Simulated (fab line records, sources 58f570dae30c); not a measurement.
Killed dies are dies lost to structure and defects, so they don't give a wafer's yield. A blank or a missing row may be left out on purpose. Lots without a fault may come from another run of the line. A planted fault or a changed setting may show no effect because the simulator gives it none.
One fault seen from 2 desks | flow berkeley_cmos170 | each desk has only its own numbers; what lay behind them comes last

THE METROLOGY DESK
What the gauges read, lot by lot, whatever tool the lot ran on: means of the sampled wafers that have a number. A lot is out of limits, marked OUT, if its mean lies more than 4 standard deviations from the usual mean; the brackets give that distance.
Columns: A = cd_nm at UCB170_PSD_CD_MEAS_06, usual 1199.7 nm; B = PSD_OVL at UCB170_PSD_OVL_MEAS_07, usual -4 nm; C = SILICIDE_TI_RS at UCB170_SILICIDE_RS_MEAS_02, usual 26.1 ohm/sq; D = SILICIDE_TI_THK at UCB170_SILICIDE_THK_MEAS_03, usual 29.7 nm
lot  | first seen here | A      | B   | C              | D
L373 | day 7 09:37     | 1199.6 | -11 | 26.2           | 29.5
L374 | day 7 10:04     | 1200.7 | 1   | 25.6           | 30.1
L375 | day 7 10:13     | 1200.0 | 2   | 26.7           | 29.2
L376 | day 8 09:49     | 1200.0 | -6  | 26.3           | 29.4
L377 | day 8 10:06     | 1199.8 | -4  | 25.8           | 30.0
L379 | day 8 10:22     | 1201.4 | -11 | 25.7           | 29.9
L378 | day 8 10:56     | 1198.3 | 1   | 26.1           | 29.7
L381 | day 9 04:53     | 1199.4 | -4  | 25.7           | 30.1
L382 | day 9 05:08     | 1198.6 | 0   | 25.6           | 30.3
L384 | day 10 02:46    | 1198.3 | 1   | 25.7           | 30.2
L390 | day 11 02:39    | 1198.9 | -7  | 16.4 (-28) OUT | 44.2 (+38) OUT
L389 | day 11 16:04    | 1200.3 | -2  | 16.6 (-27) OUT | 43.7 (+37) OUT
L395 | day 12 19:25    | 1200.1 | -5  | 26.0           | 29.8
L396 | day 12 19:41    | 1198.0 | -21 | 26.9           | 28.8
This desk's finding: out of limits on L389, L390; first on L390, day 11 07:45 (SILICIDE_TI_RS at UCB170_SILICIDE_RS_MEAS_02). In limits: L373, L374, L375, L376, L377, L379, L378, L381, L382, L384, L395, L396.

THE TOOL OWNER'S DESK: pvd_sputter-03
The tool's own readings at UCB170_SILICIDE_SPUTTER_01 (material Ti, target thk 30 nm, time 25 s): means of the sampled wafers that have a number, for each lot that ran on this tool. A lot is out of limits, marked OUT, if its mean lies more than 4 standard deviations from the usual mean; the brackets give that distance.
Columns: A = throttle_valve_pct at UCB170_SILICIDE_SPUTTER_01, usual 30.5 %
lot  | first seen here | A
L379 | day 8 15:25     | 30.3
L382 | day 9 10:54     | 30.3
L384 | day 10 08:12    | 30.3
L390 | day 11 07:43    | 30.3
L389 | day 11 20:54    | 30.0
This desk's finding: nothing out of limits on any of the 5 lots.

PUT TOGETHER
The metrology desk could have raised an alarm at day 11 07:45, on L389, L390.
The tool owner's desk saw nothing out of limits.
The tool owner's desk has L389, L390 on record, within its limits.
Of the lots named, all ran UCB170_SILICIDE_SPUTTER_01 on pvd_sputter-03.

WHAT THE SIMULATOR HAD PUT IN
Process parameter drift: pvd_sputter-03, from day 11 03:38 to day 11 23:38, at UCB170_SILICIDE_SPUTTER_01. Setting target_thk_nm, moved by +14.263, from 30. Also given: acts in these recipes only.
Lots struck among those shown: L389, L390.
Hours from the fault's start to each desk's first reading out of limits: the metrology desk, 4.
